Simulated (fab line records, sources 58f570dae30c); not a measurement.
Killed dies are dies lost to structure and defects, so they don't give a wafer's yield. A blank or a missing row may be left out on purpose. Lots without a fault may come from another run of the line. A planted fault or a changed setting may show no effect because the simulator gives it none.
Split-lot experiment | flow berkeley_cmos170 | 5 lots, 23 wafers read, on a route of 331 steps

THE SPLIT
At UCB170_NLDD_PEB_04, the setting peb_temp_c was moved away from the recipe's 130 C on 7 of the 23 wafers read, by -2.0% to -1.5%. The other wafers ran this setting at the recipe's value.

FROM THE SPLIT TO THE READING: what the file shows between them, 1 step
- UCB170_NLDD_DEVELOP_05: develop time 45 s

THE READING
cd_nm, in nm, at UCB170_NLDD_CD_MEAS_06 (target cd 1200 nm). Fault-free wafers of this fab line usually give 1200.0 nm, standard deviation 1 nm.

wafer  | tool, chamber at the split | peb_temp_c as run, C | against the recipe | cd_nm, nm | against lot-mates on the recipe
L077.1 | litho_track-02, 0          | 130                  | recipe             | 1199.8    | -
L077.3 | litho_track-02, 0          | 130                  | recipe             | 1200.4    | -
L077.4 | litho_track-02, 0          | 130                  | recipe             | 1198.9    | -
L077.5 | litho_track-02, 0          | 130                  | recipe             | 1199.1    | -
L077.6 | litho_track-02, 0          | 130                  | recipe             | 1199.4    | -
L080.1 | litho_track-02, 0          | 130                  | recipe             | 1198.7    | -
L080.3 | litho_track-02, 0          | 130                  | recipe             | 1199.4    | -
L080.6 | litho_track-02, 0          | 130                  | recipe             | 1198.7    | -
L079.1 | litho_track-01, 0          | 130                  | recipe             | 1199.2    | -
L079.3 | litho_track-01, 0          | 127.8                | -1.7%              | 1182.8    | -17.8
L079.4 | litho_track-01, 0          | 127.8                | -1.7%              | 1183.0    | -17.6
L079.5 | litho_track-01, 0          | 130                  | recipe             | 1201.5    | -
L079.6 | litho_track-01, 0          | 130                  | recipe             | 1201.1    | -
L084.1 | litho_track-04, 0          | 130                  | recipe             | 1200.0    | -
L084.2 | litho_track-04, 0          | 127.4                | -2.0%              | 1181.8    | -18.2
L084.3 | litho_track-04, 0          | 127.4                | -2.0%              | 1182.9    | -17.1
L084.5 | litho_track-04, 0          | 127.4                | -2.0%              | 1180.5    | -19.5
L084.6 | litho_track-04, 0          | 130                  | recipe             | 1200.0    | -
L085.1 | litho_track-04, 0          | 130                  | recipe             | 1199.7    | -
L085.2 | litho_track-04, 0          | 130                  | recipe             | 1199.8    | -
L085.4 | litho_track-04, 0          | 128.1                | -1.5%              | 1186.0    | -13.7
L085.5 | litho_track-04, 0          | 128.1                | -1.5%              | 1187.2    | -12.5
L085.6 | litho_track-04, 0          | 130                  | recipe             | 1199.5    | -

THE FIT
A straight line over all 23 wafers: cd_nm changes by +9.22 nm for each +1% of peb_temp_c; r = +0.99; the points scatter about the line by 0.89 nm.
The same after taking each lot's own level away (the mean of its wafers on the recipe; 23 wafers): +9.44 nm for each +1%; r = +0.99; scatter 0.89 nm.
On that fit, the largest move of peb_temp_c shifts the reading by 19 nm.
The lots' own levels span 1198.93 to 1200.60 nm, that is 1.7 times the standard deviation above.
So the lot-to-lot level changes the slope little: the two slopes agree.
Check: with one of the wafers moved furthest among these (-2.0%) left out of the fit, the line predicts -19 nm for it against its lot-mates. It came out at -18.2 nm against them.

OTHER SPLITS ON THESE WAFERS
These wafers also went through other splits before the reading. Each is held against what the fit with the lots' levels taken away leaves over:
other split on the same wafers      | wafers away from the commonest value | r with cd_nm (lot level and that fit taken away)
UCB170_START_OXIDATION_02 ox_time_s | 15                                   | +0.27
UCB170_NWELL_OXIDATION_01 ox_time_s | 18                                   | +0.02
UCB170_PWELL_ETCH_14 time_s         | 9                                    | +0.05
UCB170_PFIELD_COAT_01 resist_thk_nm | 7                                    | -0.08
UCB170_SACOX_OXIDATION_01 temp_c    | 15                                   | +0.36
UCB170_PVT_STRIP_08 o2_flow_sccm    | 9                                    | +0.22
UCB170_GATE_CVD_04 pressure_mtorr   | 15                                   | -0.33
UCB170_PLDD_IMPLANT_09 dose_cm2     | 8                                    | +0.14

THE FILE'S OWN FIT
cd_nm changes by +9.51 nm for each +1% of peb_temp_c, r = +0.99.
